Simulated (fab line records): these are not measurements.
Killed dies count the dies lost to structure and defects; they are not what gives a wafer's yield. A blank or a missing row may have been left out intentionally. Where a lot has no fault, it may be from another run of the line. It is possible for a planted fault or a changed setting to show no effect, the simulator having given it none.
Which tool did it?	flow ritCmos	Sampling: 13 lots, 39 wafers, 4 of 202 route steps

## WHAT EACH GAUGE READ, for each wafer
RIT_NRETRO_OVL_MEAS_06.
lot	measured	on	NRETRO_OVL (nm)
L737	day 2 09:58	overlay-02	1.2 0.2 -0.1
L738	day 2 16:58	overlay-02	0.8 -0.5 1.2
L740	day 3 01:51	overlay-01	0.3 0.0 0.5
L741	day 3 06:26	overlay-02	-1.6 -0.9 -0.9
L744	day 3 22:46	overlay-02	-2.2 -0.1 -1.9
L745	day 4 02:46	overlay-02	0.4 0.8 0.3
L746	day 4 09:05	overlay-01	-0.8 -1.3 -0.2
L748	day 4 21:16	overlay-02	- - -
L754	day 6 04:50	overlay-02	0.1 -0.2 1.5
L756	day 6 13:46	overlay-01	0.6 -2.4 0.6
L757	day 6 18:28	overlay-02	-3.6 -2.8 -0.7
L758	day 6 23:26	overlay-02	-1.0 0.5 -0.3
L759	day 7 01:45	overlay-01	0.1 0.4 0.4

RIT_NRETRO_TW_MEAS_10.
lot	measured	on	NRETRO_TW
L737	day 2 10:38	filmMetro-03	1041 1035 1033
L738	day 2 17:35	filmMetro-01	1047 1046 1044
L740	day 3 02:28	filmMetro-01	1055 1052 1049
L741	day 3 07:02	filmMetro-02	1066 1053 1061
L744	day 3 23:23	filmMetro-01	1048 1049 1045
L745	day 4 03:22	filmMetro-02	1056 1061 1055
L746	day 4 09:43	filmMetro-02	1068 1060 1065
L748	day 4 21:53	filmMetro-02	30 30 30
L754	day 6 05:27	filmMetro-02	1058 1062 1062
L756	day 6 14:29	filmMetro-02	1064 1056 1055
L757	day 6 19:07	filmMetro-01	1043 1045 1048
L758	day 7 00:03	filmMetro-03	1036 1040 1048
L759	day 7 02:22	filmMetro-03	1043 1040 1040

RIT_PRETRO_TW_MEAS_10.
lot	measured	on	PRETRO_TW
L737	day 2 12:18	filmMetro-01	473 474 472
L738	day 2 19:16	filmMetro-01	473 470 473
L740	day 3 04:01	filmMetro-01	477 475 479
L741	day 3 08:43	filmMetro-01	474 473 475
L744	day 4 00:56	filmMetro-02	481 481 480
L745	day 4 05:03	filmMetro-02	481 478 481
L746	day 4 11:16	filmMetro-04	477 473 474
L748	day 4 23:40	filmMetro-04	1071 1078 1078
L754	day 6 07:17	filmMetro-02	482 481 482
L756	day 6 16:02	filmMetro-01	473 471 471
L757	day 6 20:53	filmMetro-04	473 475 475
L758	day 7 01:43	filmMetro-04	477 477 477
L759	day 7 04:03	filmMetro-04	478 478 476

## EACH LOT AND THE TOOL THAT RAN IT (in order: tool; ch and the chambers of the sampled wafers; start)
lot	RIT_NRETRO_EXPOSE_03
L737	ilineStepper-01 ch 0, day 2 09:31
L738	ilineStepper-01 ch 0, day 2 16:32
L740	ilineStepper-02 ch 0, day 3 01:26
L741	ilineStepper-01 ch 0, day 3 06:00
L744	ilineStepper-01 ch 0, day 3 22:23
L745	ilineStepper-02 ch 0, day 4 02:20
L746	ilineStepper-01 ch 0, day 4 08:42
L748	ilineStepper-01 ch 0, day 4 20:52
L754	ilineStepper-01 ch 0, day 6 04:20
L756	ilineStepper-01 ch 0, day 6 13:06
L757	ilineStepper-01 ch 0, day 6 17:55
L758	ilineStepper-01 ch 0, day 6 23:02
L759	ilineStepper-01 ch 0, day 7 01:20
- RIT_NRETRO_EXPOSE_03: exposes mask M4, target cd 43900 nm.

## WHAT THE TOOLS THEMSELVES READ (means of the sampled wafers that have a number; where no wafer has one, the mark that the record gives instead)
RIT_NRETRO_EXPOSE_03.
lot	tool	exposureDoseMJCm2	reticleTempC (C)
L737	ilineStepper-01	250.10	23.05
L738	ilineStepper-01	249.55	22.89
L740	ilineStepper-02	250.07	22.95
L741	ilineStepper-01	249.84	22.83
L744	ilineStepper-01	249.91	22.94
L745	ilineStepper-02	250.45	23.02
L746	ilineStepper-01	250.14	23.05
L748	ilineStepper-01	249.70	22.96
L754	ilineStepper-01	250.12	22.89
L756	ilineStepper-01	250.18	23.01
L757	ilineStepper-01	249.91	22.92
L758	ilineStepper-01	249.93	22.91
L759	ilineStepper-01	250.32	22.94

## THE ANSWER, worked out from the rows above alone
Rule: usual is defined by the lots themselves. The widest of any qualifying gaps counts: lots, ordered by their means at a reading, are off when they make up no more than a third of the lots, leave a main group of 4 or more, and stand apart from it by 3 or more times the standard deviation of that group's means. Not used: any main group whose means are identical at the precision the tables above print for the reading. A lot without any number at a reading at which 4 lots or more have one is off too. All remaining lots with rows at the step are treated as sound. Order of review: gauges by route order, followed by the tools' own readings, for which a lot's mean as printed above is used. The first step at which some lot is off is used, and at that step the reading that is off furthest; a lot without a number counts as furthest.
Off: L748, at RIT_NRETRO_OVL_MEAS_06 (NRETRO_OVL). Without a number there: L748. The main group has a mean of -0.3 nm with a standard deviation of 0.89.
If a tool, at a process step before that reading, ran all the lots that are off and no sound lot after the first of them, it fits. The gauges at RIT_NRETRO_OVL_MEAS_06 aren't tried: what is off there is off at RIT_NRETRO_TW_MEAS_10 too, on other tools, and a gauge's error can't cause that. None of those tried fits.

## WHAT HAD BEEN PUT IN BY THE SIMULATOR
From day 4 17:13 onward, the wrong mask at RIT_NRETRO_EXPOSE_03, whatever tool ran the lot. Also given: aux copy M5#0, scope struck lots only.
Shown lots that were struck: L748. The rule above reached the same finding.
